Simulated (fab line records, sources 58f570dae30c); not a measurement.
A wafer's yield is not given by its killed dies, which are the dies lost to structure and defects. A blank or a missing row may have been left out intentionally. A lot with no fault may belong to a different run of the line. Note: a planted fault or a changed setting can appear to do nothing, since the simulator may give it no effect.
Split-lot experiment || flow berkeley cmos170 || 17 wafers read across 5 lots, on a route 331 steps long

## THE SPLIT
At UCB170_M1_SPUTTER_00 (material Al, target thk 600 nm, time 80 s), the setting chamber pressure pa was moved away from the recipe's 0.5 Pa on 9 of the 17 wafers read, by -14.5% to -8.2%. This setting was run at the recipe's value on the other wafers.

## FROM THE SPLIT ON TO THE READING: in between, the file shows 1 step
- UCB170_M1_ETCH_11: etches BARC in N2/H2

## THE READING
etch.depth nm (the simulator's own value, which no gauge read), in nm, at UCB170_M1_METAL_ETCH_12 (etches Al in Cl2/BCl3, stops on PSG, target depth 780 nm, time 130 s). The file does not state a usual value for it. Here, 8 wafers ran the recipe; their average is 597.9 nm with a standard deviation of 3.1 nm.

{"wafer": "L077.3", "tool, chamber at the split": "pvd sputter-04, -", "chamber pressure pa as run, Pa": 0.5, "against the recipe": "recipe", "etch.depth nm, nm": 604.3, "against lot-mates on the recipe": "-"}
{"wafer": "L077.4", "tool, chamber at the split": "pvd sputter-04, -", "chamber pressure pa as run, Pa": 0.5, "against the recipe": "recipe", "etch.depth nm, nm": 596.5, "against lot-mates on the recipe": "-"}
{"wafer": "L077.6", "tool, chamber at the split": "pvd sputter-04, -", "chamber pressure pa as run, Pa": 0.5, "against the recipe": "recipe", "etch.depth nm, nm": 599.9, "against lot-mates on the recipe": "-"}
{"wafer": "L074.1", "tool, chamber at the split": "pvd sputter-02, -", "chamber pressure pa as run, Pa": 0.4273, "against the recipe": "-14.5%", "etch.depth nm, nm": 621.4, "against lot-mates on the recipe": "no lot-mate on the recipe"}
{"wafer": "L074.2", "tool, chamber at the split": "pvd sputter-02, -", "chamber pressure pa as run, Pa": 0.4273, "against the recipe": "-14.5%", "etch.depth nm, nm": 621.9, "against lot-mates on the recipe": "no lot-mate on the recipe"}
{"wafer": "L074.6", "tool, chamber at the split": "pvd sputter-02, -", "chamber pressure pa as run, Pa": 0.4273, "against the recipe": "-14.5%", "etch.depth nm, nm": 622.1, "against lot-mates on the recipe": "no lot-mate on the recipe"}
{"wafer": "L078.1", "tool, chamber at the split": "pvd sputter-04, -", "chamber pressure pa as run, Pa": 0.4592, "against the recipe": "-8.2%", "etch.depth nm, nm": 607.6, "against lot-mates on the recipe": "no lot-mate on the recipe"}
{"wafer": "L078.3", "tool, chamber at the split": "pvd sputter-04, -", "chamber pressure pa as run, Pa": 0.4592, "against the recipe": "-8.2%", "etch.depth nm, nm": 614.3, "against lot-mates on the recipe": "no lot-mate on the recipe"}
{"wafer": "L078.5", "tool, chamber at the split": "pvd sputter-04, -", "chamber pressure pa as run, Pa": 0.4592, "against the recipe": "-8.2%", "etch.depth nm, nm": 611.1, "against lot-mates on the recipe": "no lot-mate on the recipe"}
{"wafer": "L080.1", "tool, chamber at the split": "pvd sputter-02, -", "chamber pressure pa as run, Pa": 0.4471, "against the recipe": "-10.6%", "etch.depth nm, nm": 616, "against lot-mates on the recipe": "no lot-mate on the recipe"}
{"wafer": "L080.4", "tool, chamber at the split": "pvd sputter-02, -", "chamber pressure pa as run, Pa": 0.4471, "against the recipe": "-10.6%", "etch.depth nm, nm": 620.6, "against lot-mates on the recipe": "no lot-mate on the recipe"}
{"wafer": "L080.5", "tool, chamber at the split": "pvd sputter-02, -", "chamber pressure pa as run, Pa": 0.4471, "against the recipe": "-10.6%", "etch.depth nm, nm": 618.3, "against lot-mates on the recipe": "no lot-mate on the recipe"}
{"wafer": "L085.1", "tool, chamber at the split": "pvd sputter-04, -", "chamber pressure pa as run, Pa": 0.5, "against the recipe": "recipe", "etch.depth nm, nm": 594.3, "against lot-mates on the recipe": "-"}
{"wafer": "L085.2", "tool, chamber at the split": "pvd sputter-04, -", "chamber pressure pa as run, Pa": 0.5, "against the recipe": "recipe", "etch.depth nm, nm": 597.2, "against lot-mates on the recipe": "-"}
{"wafer": "L085.6", "tool, chamber at the split": "pvd sputter-04, -", "chamber pressure pa as run, Pa": 0.5, "against the recipe": "recipe", "etch.depth nm, nm": 597.2, "against lot-mates on the recipe": "-"}
{"wafer": "L085.3", "tool, chamber at the split": "pvd sputter-04, -", "chamber pressure pa as run, Pa": 0.5, "against the recipe": "recipe", "etch.depth nm, nm": 594.5, "against lot-mates on the recipe": "-"}
{"wafer": "L085.4", "tool, chamber at the split": "pvd sputter-04, -", "chamber pressure pa as run, Pa": 0.5, "against the recipe": "recipe", "etch.depth nm, nm": 599.6, "against lot-mates on the recipe": "-"}

THE FIT
A straight line over all 17 wafers: etch.depth nm changes by -1.71 nm for each +1% of chamber pressure pa; r = -0.96; the points scatter about the line by 2.9 nm.
Too few moved wafers have a lot-mate on the recipe to fit a line with each lot's own level taken away.

## THE WHOLE CHAIN: every reading that the file lists as answering this split, in the file's order
{"step": "UCB170_M1_SPUTTER_00", "what it does": "material Al, target thk 600 nm, time 80 s", "reading": "Al_of_M1_SPUTTER_00.thk nm (the simulator's own value, which no gauge read)", "change (the file's fit)": "-1.74 nm for each +1% of the setting", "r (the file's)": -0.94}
{"step": "UCB170_M1_METAL_ETCH_12", "what it does": "etches Al in Cl2/BCl3, stops on PSG, target depth 780 nm, time 130 s", "reading": "etch.depth nm (the simulator's own value, which no gauge read)", "change (the file's fit)": "-1.71 nm for each +1% of the setting", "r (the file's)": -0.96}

## THE FILE'S OWN FIT
etch.depth nm changes by -1.71 nm for each +1% of chamber pressure pa, r = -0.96.
